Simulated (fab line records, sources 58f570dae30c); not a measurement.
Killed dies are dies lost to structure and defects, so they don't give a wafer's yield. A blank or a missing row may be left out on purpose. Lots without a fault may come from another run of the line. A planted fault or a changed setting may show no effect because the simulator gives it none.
Which tool did it? | flow berkeley_cmos170 | 7 lots, 21 wafers sampled, at 4 steps of a route of 331

WHAT THE GAUGES READ, wafer by wafer
UCB170_NVT_TW_MEAS_09.
lot  | measured     | on            | NVT_TW
L262 | day 5 21:49  | film_metro-03 | 520 517 520
L265 | day 6 16:13  | film_metro-04 | 538 536 536
L267 | day 7 04:16  | film_metro-03 | 520 524 520
L269 | day 7 19:45  | film_metro-03 | 520 524 522
L273 | day 8 05:53  | film_metro-04 | 535 536 534
L275 | day 9 00:28  | film_metro-02 | 514 514 512
L281 | day 10 03:37 | film_metro-04 | 613 613 610

WHICH TOOL RAN EACH LOT (tool, then ch and the chambers of the sampled wafers, then the start)
lot  | UCB170_NWELL_STRIP_15               | UCB170_ACTIVE_ETCH_15             | UCB170_NVT_IMPLANT_07
L262 | plasma_asher-04 ch 0,1, day 2 17:47 | rie_diel-04 ch 0,1,2, day 4 16:31 | implanter-02 ch 0, day 5 21:37
L265 | plasma_asher-04 ch 0,1, day 3 11:58 | rie_diel-01 ch 1,2,3, day 5 07:46 | implanter-02 ch 0, day 6 15:58
L267 | plasma_asher-03 ch 0,1, day 3 20:40 | rie_diel-01 ch 0,1,3, day 5 19:01 | implanter-04 ch 0, day 7 04:01
L269 | plasma_asher-04 ch 0, day 4 13:16   | rie_diel-01 ch 1,2,3, day 6 10:50 | implanter-02 ch 0, day 7 19:31
L273 | plasma_asher-04 ch 0, day 5 01:22   | rie_diel-03 ch 0,1,3, day 6 20:21 | implanter-02 ch 0, day 8 05:38
L275 | plasma_asher-01 ch 0,1, day 5 13:18 | rie_diel-01 ch 0,1,2, day 7 13:55 | implanter-02 ch 0, day 9 00:15
L281 | plasma_asher-03 ch 0,1, day 7 00:05 | rie_diel-04 ch 2,3, day 8 22:13   | implanter-04 ch 0, day 10 03:22
- UCB170_NWELL_STRIP_15: strips in O2.
- UCB170_ACTIVE_ETCH_15: etches Si3N4 in CH3F/Ar/O2, stops on SiO2, target depth 242 nm, time 151 s.
- UCB170_NVT_IMPLANT_07

THE ANSWER, worked out from the rows above alone
Rule: what is usual is taken from the lots themselves. Put in order of their means at a reading, lots are off if they are a third of the lots or fewer, leave a main group of 4 or more, and stand apart from it by a gap of 3 or more times the standard deviation of the main group's means; of several such gaps the widest counts. A main group whose means are all the same, to the digits that the tables above print for the reading, isn't used. A lot without any number at a reading at which 4 lots or more have one is off too. The other lots that the step has rows for count as sound.
Off: L281, at UCB170_NVT_TW_MEAS_09 (NVT_TW). The main group: mean 525, standard deviation 8.5.
A tool fits if, at a process step before that reading, it ran every lot that is off, and no sound lot after the first of them. The gauges at UCB170_NVT_TW_MEAS_09 are tried like those tools. Can't be told from this: 4 tools fit, plasma_asher-03 at UCB170_NWELL_STRIP_15, rie_diel-04 at UCB170_ACTIVE_ETCH_15, implanter-04 at UCB170_NVT_IMPLANT_07, film_metro-04 at UCB170_NVT_TW_MEAS_09.

WHAT THE SIMULATOR HAD PUT IN
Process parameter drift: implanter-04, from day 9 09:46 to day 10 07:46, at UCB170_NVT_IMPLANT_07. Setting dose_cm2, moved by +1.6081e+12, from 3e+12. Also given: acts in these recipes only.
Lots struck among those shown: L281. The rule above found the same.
